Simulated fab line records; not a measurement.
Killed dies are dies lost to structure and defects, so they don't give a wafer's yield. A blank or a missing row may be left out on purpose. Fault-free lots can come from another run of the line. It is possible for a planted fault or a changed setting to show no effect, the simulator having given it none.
Split-lot study + flow rit cmos + 23 wafers read from 5 lots, route of 202 steps

== THE SPLIT ITSELF ==
At RIT_ACTIVE_COAT_06 (resist thk 1000 nm), the setting resist thk nm was moved away from the recipe's 1000 nm on 8 of the 23 wafers read, by -2.0% to +5.4%. This setting was run at the recipe's value on the other wafers.

Reading taken at the split's own step.

== THE READING ==
NOVOLAK_of_ACTIVE_COAT_06.thk nm (the simulator's own value, which no gauge read), in nm, at RIT_ACTIVE_COAT_06 (resist thk 1000 nm). The file does not state a usual value for it. The 15 wafers here that ran the recipe average 998.0 nm, standard deviation 2.3 nm.

| wafer  | tool, chamber at the split | resist thk nm as run, nm | against the recipe | NOVOLAK_of_ACTIVE_COAT_06.thk nm, nm | against lot-mates on the recipe |
|--------|----------------------------|--------------------------|--------------------|--------------------------------------|---------------------------------|
| L074.1 | litho track-03, 0          | 1000                     | recipe             | 996.9                                | -                               |
| L074.2 | litho track-03, 0          | 1000                     | recipe             | 996.1                                | -                               |
| L074.4 | litho track-03, 0          | 979.8                    | -2.0%              | 977.6                                | -19.3                           |
| L074.5 | litho track-03, 0          | 1000                     | recipe             | 997.8                                | -                               |
| L074.6 | litho track-03, 0          | 979.8                    | -2.0%              | 978.1                                | -18.8                           |
| L079.1 | litho track-01, 0          | 1054                     | +5.4%              | 1050                                 | +50.6                           |
| L079.2 | litho track-01, 0          | 1054                     | +5.4%              | 1052                                 | +52.6                           |
| L079.3 | litho track-01, 0          | 1000                     | recipe             | 999                                  | -                               |
| L079.4 | litho track-01, 0          | 1000                     | recipe             | 999.8                                | -                               |
| L079.5 | litho track-01, 0          | 1054                     | +5.4%              | 1051                                 | +51.6                           |
| L080.1 | litho track-02, 0          | 1000                     | recipe             | 998.5                                | -                               |
| L080.2 | litho track-02, 0          | 1000                     | recipe             | 998.2                                | -                               |
| L080.3 | litho track-02, 0          | 1000                     | recipe             | 994.3                                | -                               |
| L080.4 | litho track-02, 0          | 1000                     | recipe             | 995.2                                | -                               |
| L080.5 | litho track-02, 0          | 1000                     | recipe             | 994.1                                | -                               |
| L084.1 | litho track-01, 0          | 1021                     | +2.1%              | 1019                                 | +20.3                           |
| L084.4 | litho track-01, 0          | 1021                     | +2.1%              | 1019                                 | +20.3                           |
| L084.2 | litho track-01, 0          | 1000                     | recipe             | 998.5                                | -                               |
| L084.3 | litho track-01, 0          | 1000                     | recipe             | 998.9                                | -                               |
| L084.5 | litho track-01, 0          | 1021                     | +2.1%              | 1018                                 | +19.3                           |
| L085.3 | litho track-02, 0          | 1000                     | recipe             | 999.1                                | -                               |
| L085.5 | litho track-02, 0          | 1000                     | recipe             | 1002                                 | -                               |
| L085.6 | litho track-02, 0          | 1000                     | recipe             | 1002                                 | -                               |

THE FIT
A straight line over all 23 wafers: NOVOLAK_of_ACTIVE_COAT_06.thk nm changes by +9.83 nm for each +1% of resist thk nm; r = +1.00; the points scatter about the line by 2 nm.
The same after taking each lot's own level away (the mean of its wafers on the recipe; 23 wafers): +9.54 nm for each +1%; r = +1.00; scatter 1.2 nm.
According to that fit, moving resist thk nm by its largest amount changes the reading by 52 nm.
The lots' own levels span 996.06 to 1001.03 nm, that is 2.1 times the standard deviation above.
Hence the lot-to-lot level has little effect on the slope; both slopes agree.
Check: +51.9 nm against its lot-mates is what the line predicts for one of the wafers moved furthest among these (+5.4%) when that wafer is left out of the fit. Against them it came out at +50.6 nm.

== THE OTHER SPLITS THESE WAFERS WENT THROUGH ==
Other splits were also applied to these wafers ahead of the reading. Each is held against what the fit with the lots' levels taken away leaves over:
| other split on the same wafers | wafers away from the commonest value | r with NOVOLAK_of_ACTIVE_COAT_06.thk nm (lot level and that fit taken away) |
|--------------------------------|--------------------------------------|-----------------------------------------------------------------------------|
| RIT_ACTIVE_OXIDATION_01 temp c | 18                                   | +0.03                                                                       |

== FILE'S OWN FIT ==
NOVOLAK_of_ACTIVE_COAT_06.thk nm changes by +9.53 nm for each +1% of resist thk nm, r = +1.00.
